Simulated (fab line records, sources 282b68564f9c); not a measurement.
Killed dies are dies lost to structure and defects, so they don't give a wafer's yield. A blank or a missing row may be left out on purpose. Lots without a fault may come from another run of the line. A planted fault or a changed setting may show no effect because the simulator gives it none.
Which tool did it? | flow rit_cmos | 13 lots, 39 wafers sampled, at 6 steps of a route of 202

WHAT THE GAUGES READ, wafer by wafer
RIT_ACTIVE_THK_MEAS_02.
lot  | measured    | on            | ACTIVE_OXIDE_THK (nm)
L131 | day 1 17:03 | film_metro-02 | 48.7 48.7 47.9
L132 | day 1 22:03 | film_metro-03 | 45.5 45.6 46.2
L133 | day 2 03:03 | film_metro-01 | 46.2 46.5 46.4
L134 | day 2 08:05 | film_metro-01 | 45.9 44.9 46.0
L135 | day 2 13:04 | film_metro-03 | 46.6 47.1 46.6
L136 | day 2 18:03 | film_metro-02 | 46.7 46.6 47.0
L138 | day 3 04:03 | film_metro-01 | 48.1 47.8 47.5
L140 | day 3 14:03 | film_metro-03 | 47.7 47.8 47.5
L143 | day 4 05:04 | film_metro-03 | 46.5 46.4 46.9
L147 | day 5 01:04 | film_metro-02 | 45.7 45.7 45.7
L149 | day 5 11:34 | film_metro-01 | 45.2 45.8 45.9
L151 | day 5 21:13 | film_metro-02 | 46.1 47.0 47.1
L153 | day 6 07:08 | film_metro-03 | 46.1 47.0 46.5

RIT_ACTIVE_THK_MEAS_04.
lot  | measured    | on            | ACTIVE_NITRIDE_THK (nm)
L131 | day 1 18:32 | film_metro-03 | 150.8 151.5 151.0
L132 | day 1 23:32 | film_metro-03 | 148.7 150.4 150.3
L133 | day 2 05:14 | film_metro-02 | 151.0 151.8 152.3
L134 | day 2 09:50 | film_metro-01 | 148.5 149.4 149.3
L135 | day 2 14:33 | film_metro-02 | 149.4 150.3 149.4
L136 | day 2 19:32 | film_metro-01 | 150.4 150.4 149.5
L138 | day 3 05:32 | film_metro-03 | 150.7 151.6 151.3
L140 | day 3 16:14 | film_metro-03 | 151.1 152.3 152.0
L143 | day 4 06:33 | film_metro-02 | 151.9 152.7 152.4
L147 | day 5 02:32 | film_metro-02 | 150.8 150.2 150.1
L149 | day 5 13:03 | film_metro-02 | 148.8 150.0 150.1
L151 | day 5 23:24 | film_metro-03 | 150.5 150.8 149.1
L153 | day 6 09:16 | film_metro-02 | 153.0 151.5 153.4

RIT_PSD_TW_MEAS_10.
lot  | measured    | on            | PSD_TW
L131 | day 3 06:11 | film_metro-01 | 3369 3377 3373
L132 | day 3 12:14 | film_metro-02 | 3462 3470 3482
L133 | day 3 17:22 | film_metro-01 | 3389 3391 3373
L134 | day 3 23:43 | film_metro-03 | 3423 3443 3415
L135 | day 4 02:33 | film_metro-01 | 3373 3361 3370
L136 | day 4 07:02 | film_metro-02 | 3468 3450 3473
L138 | day 4 17:25 | film_metro-01 | 3367 3383 3356
L140 | day 5 03:44 | film_metro-01 | 3388 3394 3383
L143 | day 5 17:58 | film_metro-03 | 3400 3406 3411
L147 | day 6 16:35 | film_metro-02 | 3437 3453 3460
L149 | day 7 01:32 | film_metro-01 | 3363 3365 3371
L151 | day 7 13:54 | film_metro-02 | 3479 3456 3472
L153 | day 8 02:52 | film_metro-03 | 3443 3441 3432

RIT_M1_RS_MEAS_01: measures by four-point-probe.
lot  | measured    | on            | M1_AL_RS (ohm/sq)
L131 | day 3 10:47 | film_metro-01 | 0.0732 0.0740 0.0732
L132 | day 3 16:40 | film_metro-02 | 0.0740 0.0723 0.0723
L133 | day 3 21:34 | film_metro-01 | 0.0741 0.0734 0.0737
L134 | day 4 04:05 | film_metro-01 | 0.0741 0.0727 0.0732
L135 | day 4 07:03 | film_metro-01 | 0.0733 0.0742 0.0734
L136 | day 4 11:17 | film_metro-02 | 0.0724 0.0729 0.0725
L138 | day 4 21:33 | film_metro-02 | 0.0727 0.0734 0.0730
L140 | day 5 07:46 | film_metro-03 | 0.0740 0.0443 0.0756
L143 | day 5 22:08 | film_metro-01 | 0.0746 0.0739 0.0738
L147 | day 6 20:36 | film_metro-02 | 0.0746 0.0746 0.0746
L149 | day 7 05:32 | film_metro-01 | 0.0734 0.0741 0.0740
L151 | day 7 18:02 | film_metro-02 | 0.0755 0.0746 0.0740
L153 | day 8 06:54 | film_metro-01 | 0.0731 0.0732 0.0736

RIT_M1_THK_MEAS_02: measures by xrf.
lot  | measured    | on            | M1_AL_THK (nm)
L131 | day 3 10:55 | film_metro-01 | 403 399 404
L132 | day 3 16:47 | film_metro-02 | 401 409 409
L133 | day 3 21:41 | film_metro-01 | 398 403 404
L134 | day 4 04:12 | film_metro-01 | 397 404 405
L135 | day 4 07:09 | film_metro-01 | 404 400 403
L136 | day 4 11:24 | film_metro-02 | 406 404 408
L138 | day 4 21:40 | film_metro-02 | 406 403 404
L140 | day 5 07:53 | film_metro-03 | 399 667 392
L143 | day 5 22:14 | film_metro-01 | 399 402 399
L147 | day 6 20:43 | film_metro-02 | 397 398 397
L149 | day 7 05:39 | film_metro-01 | 401 398 400
L151 | day 7 18:10 | film_metro-02 | 389 395 394
L153 | day 8 07:01 | film_metro-01 | 404 408 402

WHICH TOOL RAN EACH LOT (tool, then ch and the chambers of the sampled wafers, then the start)
lot  | RIT_M1_SPUTTER_00
L131 | pvd_sputter-02, day 3 10:30
L132 | pvd_sputter-03, day 3 16:22
L133 | pvd_sputter-02, day 3 21:16
L134 | pvd_sputter-03, day 4 03:47
L135 | pvd_sputter-02, day 4 06:43
L136 | pvd_sputter-03, day 4 10:59
L138 | pvd_sputter-03, day 4 21:16
L140 | pvd_sputter-03, day 5 07:29
L143 | pvd_sputter-01, day 5 21:48
L147 | pvd_sputter-01, day 6 20:17
L149 | pvd_sputter-01, day 7 05:14
L151 | pvd_sputter-01, day 7 17:44
L153 | pvd_sputter-02, day 8 06:35
- RIT_M1_SPUTTER_00: material Al, target thk 400 nm, time 500 s.

WHAT THE TOOLS THEMSELVES READ (means of the sampled wafers that have a number; where no wafer has one, the mark that the record gives instead)
RIT_M1_SPUTTER_00.
lot  | tool           | substrate_temp_c (C) | throttle_valve_pct (%)
L131 | pvd_sputter-02 | 25.02                | 28.6
L132 | pvd_sputter-03 | 24.93                | 30.6
L133 | pvd_sputter-02 | 24.98                | 28.4
L134 | pvd_sputter-03 | 24.93                | 29.9
L135 | pvd_sputter-02 | 24.98                | 28.2
L136 | pvd_sputter-03 | 25.11                | 30.4
L138 | pvd_sputter-03 | 25.04                | 29.7
L140 | pvd_sputter-03 | 25.01                | 30.7
L143 | pvd_sputter-01 | 24.94                | 30.5
L147 | pvd_sputter-01 | 24.93                | 30.2
L149 | pvd_sputter-01 | 25.04                | 30.9
L151 | pvd_sputter-01 | 24.96                | 29.9
L153 | pvd_sputter-02 | 25.03                | 28.5

THE ANSWER, worked out from the rows above alone
Rule: what is usual is taken from the lots themselves. Put in order of their means at a reading, lots are off if they are a third of the lots or fewer, leave a main group of 4 or more, and stand apart from it by a gap of 3 or more times the standard deviation of the main group's means; of several such gaps the widest counts. A main group whose means are all the same, to the digits that the tables above print for the reading, isn't used. A lot without any number at a reading at which 4 lots or more have one is off too. The other lots that the step has rows for count as sound. The gauges are gone through in route order, then the tools' own readings, and for those a lot's mean is taken as printed above. The first step at which some lot is off is used, and at that step the reading that is off furthest; a lot without a number counts as furthest.
Off: L140, at RIT_M1_RS_MEAS_01 (M1_AL_RS). The main group: mean 0.0736 ohm/sq, standard deviation 0.00062.
A tool fits if, at a process step before that reading, it ran every lot that is off, and no sound lot after the first of them. The gauges at RIT_M1_RS_MEAS_01 are tried like those tools. Can't be told from this: 2 tools fit, pvd_sputter-03 at RIT_M1_SPUTTER_00, film_metro-03 at RIT_M1_RS_MEAS_01.

WHAT THE SIMULATOR HAD PUT IN
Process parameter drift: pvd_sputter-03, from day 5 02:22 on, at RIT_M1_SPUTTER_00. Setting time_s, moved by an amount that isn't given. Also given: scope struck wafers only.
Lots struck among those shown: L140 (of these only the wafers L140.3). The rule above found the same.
